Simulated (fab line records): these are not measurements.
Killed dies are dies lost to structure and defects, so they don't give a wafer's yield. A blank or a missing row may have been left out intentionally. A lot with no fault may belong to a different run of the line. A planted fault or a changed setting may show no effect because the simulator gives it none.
Split-lot study	flow rit cmos	route with 202 steps; 5 lots, 23 wafers read

== ON THE SPLIT ==
At RIT_GATE_CVD_08 (deposits poly-Si from SiH4, target thk 250 nm, time 2220 s), the setting time s was moved away from the recipe's 2220 s on 15 of the 23 wafers read, by -12.5% to +8.1%. The other wafers ran this setting at the recipe's value.

There is no step in the file separating the split from the reading.

== THE READING ==
oes product au, in a.u., at RIT_GATE_ETCH_19 (etches poly-Si in SF6/CHF3/O2, stops on SiO2, time 165 s, target depth 312.5 nm). Typical for fault-free wafers on this fab line: 0.846 a.u., with standard deviation 0.01 a.u.

wafer	tool, chamber at the split	time s as run, s	against the recipe	oes product au, a.u.	against lot-mates on the recipe
L077.1	-, -	2399	+8.1%	0.902	no lot-mate on the recipe
L077.2	-, -	2399	+8.1%	0.908	no lot-mate on the recipe
L077.4	-, -	2399	+8.1%	0.905	no lot-mate on the recipe
L077.5	-, -	2399	+8.1%	0.892	no lot-mate on the recipe
L077.6	-, -	2399	+8.1%	0.896	no lot-mate on the recipe
L079.1	-, -	2220	recipe	0.858	-
L079.2	-, -	2220	recipe	0.843	-
L079.3	-, -	2220	recipe	0.838	-
L079.4	-, -	2220	recipe	0.842	-
L079.6	-, -	2220	recipe	0.840	-
L081.2	lpcvd-01, 0	2220	recipe	0.846	-
L081.5	lpcvd-01, 0	2220	recipe	0.848	-
L081.6	lpcvd-01, 0	2220	recipe	0.858	-
L082.1	-, -	2052	-7.6%	0.796	no lot-mate on the recipe
L082.2	-, -	2052	-7.6%	0.813	no lot-mate on the recipe
L082.3	-, -	2052	-7.6%	0.806	no lot-mate on the recipe
L082.4	-, -	2052	-7.6%	0.802	no lot-mate on the recipe
L082.6	-, -	2052	-7.6%	0.806	no lot-mate on the recipe
L085.2	-, -	1942	-12.5%	0.793	no lot-mate on the recipe
L085.3	-, -	1942	-12.5%	0.768	no lot-mate on the recipe
L085.4	-, -	1942	-12.5%	0.787	no lot-mate on the recipe
L085.5	-, -	1942	-12.5%	0.792	no lot-mate on the recipe
L085.6	-, -	1942	-12.5%	0.770	no lot-mate on the recipe

FIT RESULTS
A straight line over all 23 wafers: oes product au changes by +0.00575 a.u. for each +1% of time s; r = +0.98; the points scatter about the line by 0.0087 a.u.
Too few moved wafers with a lot-mate on the recipe to fit a line net of each lot's own level.

== THE WHOLE CHAIN: every reading that the file lists as answering this split, in the file's order ==
step	what it does	reading	change (the file's fit)	r (the file's)
RIT_GATE_ETCH_19	etches poly-Si in SF6/CHF3/O2, stops on SiO2, time 165 s, target depth 312.5 nm	oes product au	+0.00576 a.u. for each +1% of the setting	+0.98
RIT_REOX_CLEAN_00	cleans in SC1, time 600 s	poly-Si_of_GATE_CVD_08.thk nm (the simulator's own value, which no gauge read)	+2.42 nm for each +1% of the setting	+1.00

== THE FILE'S OWN FIT ==
oes product au changes by +0.00576 a.u. for each +1% of time s, r = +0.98.
